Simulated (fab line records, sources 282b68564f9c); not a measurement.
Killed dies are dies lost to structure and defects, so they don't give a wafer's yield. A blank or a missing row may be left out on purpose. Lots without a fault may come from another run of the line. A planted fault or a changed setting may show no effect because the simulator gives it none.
A struck lot beside a sound one | flow rit_cmos | 27 steps out of a route of 202
Sound: wafers L510.2, L510.3, L510.4. Struck: wafers L529.1, L529.2, L529.3. The cause comes at the end.
At each step with rows: each side's tool, then ch and its chambers, then its first start. Under that, the readings that differ: sound wafers | struck wafers | difference of the means | sigmas: that difference in standard deviations of wafers without a fault.
alike: readings whose means differ by less than 2 such deviations, and words and numbers that are the same on both sides. not compared: withheld readings, readings that some wafer has no value for, bounds like >300 that may hide the same value, and numbers for which the record gives no deviation and whose values overlap.
The two part at a step that has a row with sigmas, a row that says differs or no value, or rows on one side only. Numbers that don't overlap but have no deviation are shown without sigmas and don't part them. A reading that every wafer of one side lacks parts them only if that side has two wafers or more.

first, 4 steps without rows for these wafers: RIT_CONTACT_SOFTBAKE_04 (time 60 s); RIT_CONTACT_EXPOSE_05 (exposes mask M11, target cd 1000 nm); RIT_CONTACT_PEB_06; RIT_CONTACT_DEVELOP_07 (develop time 120 s).
RIT_CONTACT_CD_MEAS_08: target cd 1000 nm.
  sound on cd_sem-02, day 3 15:23; struck on cd_sem-02, day 7 23:16
  alike: cd_nm
RIT_CONTACT_OVL_MEAS_09:
  sound on overlay-01, day 3 15:29; struck on overlay-02, day 7 23:23
  alike: CONTACT_OVL
then, 1 step without rows for these wafers: RIT_CONTACT_HARDBAKE_10 (time 60 s).
RIT_CONTACT_ETCH_11: etches SiO2 in CHF3/CF4/Ar, stops on TiSi2, target depth 480 nm, time 320 s.
  sound on rie_diel-02 ch 2,3, day 3 15:40; struck on rie_diel-01 ch 0,1,2, day 7 23:34
  alike: CHF3_flow_sccm, cf4_flow_sccm, drypump_motor_current_A, oes_product_au, throttle_valve_pct
  not compared: rf_hours_counter_h
RIT_CONTACT_STRIP_12: strips in O2, time 180 s.
  sound on plasma_asher-04 ch 0,1, day 3 15:52; struck on plasma_asher-02 ch 0,1, day 7 23:46
  alike: drypump_motor_current_A, rf_refl_power_W
  not compared: rf_hours_counter_h
RIT_CONTACT_CD_MEAS_90: target cd 1000 nm.
  sound on cd_sem-02, day 3 16:03; struck on cd_sem-01, day 7 23:56
  alike: cd_nm
then, 2 steps without rows for these wafers: RIT_CONTACT_CLEAN_13 (cleans in SC1, time 600 s); RIT_CONTACT_CLEAN_14 (cleans in SC2, time 600 s).
RIT_M1_SPUTTER_00: material Al, target thk 400 nm, time 500 s.
  sound on pvd_sputter-03, day 3 16:30; struck on pvd_sputter-04, day 8 00:25
  reading                               | sound                | struck               | difference | sigmas
  chamber_pressure_pa (Pa)              | 0.3994 0.4005 0.4006 | 0.4672 0.4668 0.4672 | +0.0669    | +85
  throttle_valve_pct (%)                | 29.4 30.0 29.8       | 27.4 27.1 27.0       | -2.6       | -4
  model.Al_of_M1_SPUTTER_00.thk_nm (nm) | 403.2 405.1 399.5    | 380 385.7 388.2      | -18        |
  alike: substrate_temp_c
RIT_M1_RS_MEAS_01: measures by four-point-probe.
  sound on film_metro-01, day 3 16:49; struck on film_metro-02, day 8 00:43
  reading           | sound                | struck               | difference | sigmas
  M1_AL_RS (ohm/sq) | 0.0728 0.0725 0.0735 | 0.0780 0.0768 0.0763 | +0.0041    | +5
RIT_M1_THK_MEAS_02: measures by xrf.
  sound on film_metro-01, day 3 16:56; struck on film_metro-02, day 8 00:50
  reading        | sound       | struck      | difference | sigmas
  M1_AL_THK (nm) | 401 407 400 | 382 383 388 | -18        | -4
then, 6 steps without rows for these wafers: RIT_M1_HMDS_03 (prime time 60 s); RIT_M1_COAT_04 (resist thk 1300 nm); RIT_M1_SOFTBAKE_05 (time 60 s); RIT_M1_EXPOSE_06 (exposes mask M12, target cd 2600 nm); RIT_M1_PEB_07; RIT_M1_DEVELOP_08 (develop time 68 s).
RIT_M1_CD_MEAS_09: target cd 2600 nm.
  sound on cd_sem-01, day 3 17:53; struck on cd_sem-01, day 8 02:07
  alike: cd_nm
RIT_M1_OVL_MEAS_10:
  sound on overlay-01, day 3 17:59; struck on overlay-02, day 8 02:14
  alike: M1_OVL
then, 1 step without rows for these wafers: RIT_M1_HARDBAKE_11 (time 120 s).
RIT_M1_METAL_ETCH_12: etches Al in Cl2/BCl3, stops on SiO2, time 165 s, target depth 600 nm.
  sound on rie_metal-02 ch 0,1, day 3 18:19; struck on rie_metal-04 ch 0,1, day 8 02:43
  reading                        | sound             | struck            | difference | sigmas
  model.etch.depth_nm (nm)       | 403.2 405.1 399.5 | 380 385.7 388.2   | -18        |
  model.M1.feature_depth_nm (nm) | 435.5 437.7 432.3 | 412.8 420.1 421.3 | -17.1      |
  alike: drypump_motor_current_A, oes_product_au, throttle_valve_pct
  not compared: rf_hours_counter_h
then, 1 step without rows for these wafers: RIT_M1_STRIP_13 (strips in nmp, time 600 s).
RIT_M1_PROBE_99:
  sound on prober-02, day 3 20:37; struck on prober-01, day 8 04:58
  reading                  | sound                   | struck                  | difference | sigmas
  model.etest.m1.rs_ohm_sq | 0.07217 0.07185 0.07268 | 0.07682 0.07525 0.07505 | +0.00347   |
  alike: defect_limited_yield, killed_at_contacts, killed_at_front_end, killed_dies, killed_open, killed_short, sort_bin_3_pad_short, sort_bin_5_function, sort_bin_6_memory, sort_n_pass, sort_yield_pct

WHERE THEY PART
First at RIT_M1_SPUTTER_00; last, within this record, at RIT_M1_THK_MEAS_02. Later steps at which nothing parts them and some readings are alike: RIT_M1_CD_MEAS_09, RIT_M1_OVL_MEAS_10, RIT_M1_METAL_ETCH_12, RIT_M1_PROBE_99.

WHY: what the simulator had put in
Process parameter drift: pvd_sputter-04, from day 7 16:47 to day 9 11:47, at RIT_M1_SPUTTER_00. Setting chamber_pressure_pa, moved by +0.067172, from 0.4.
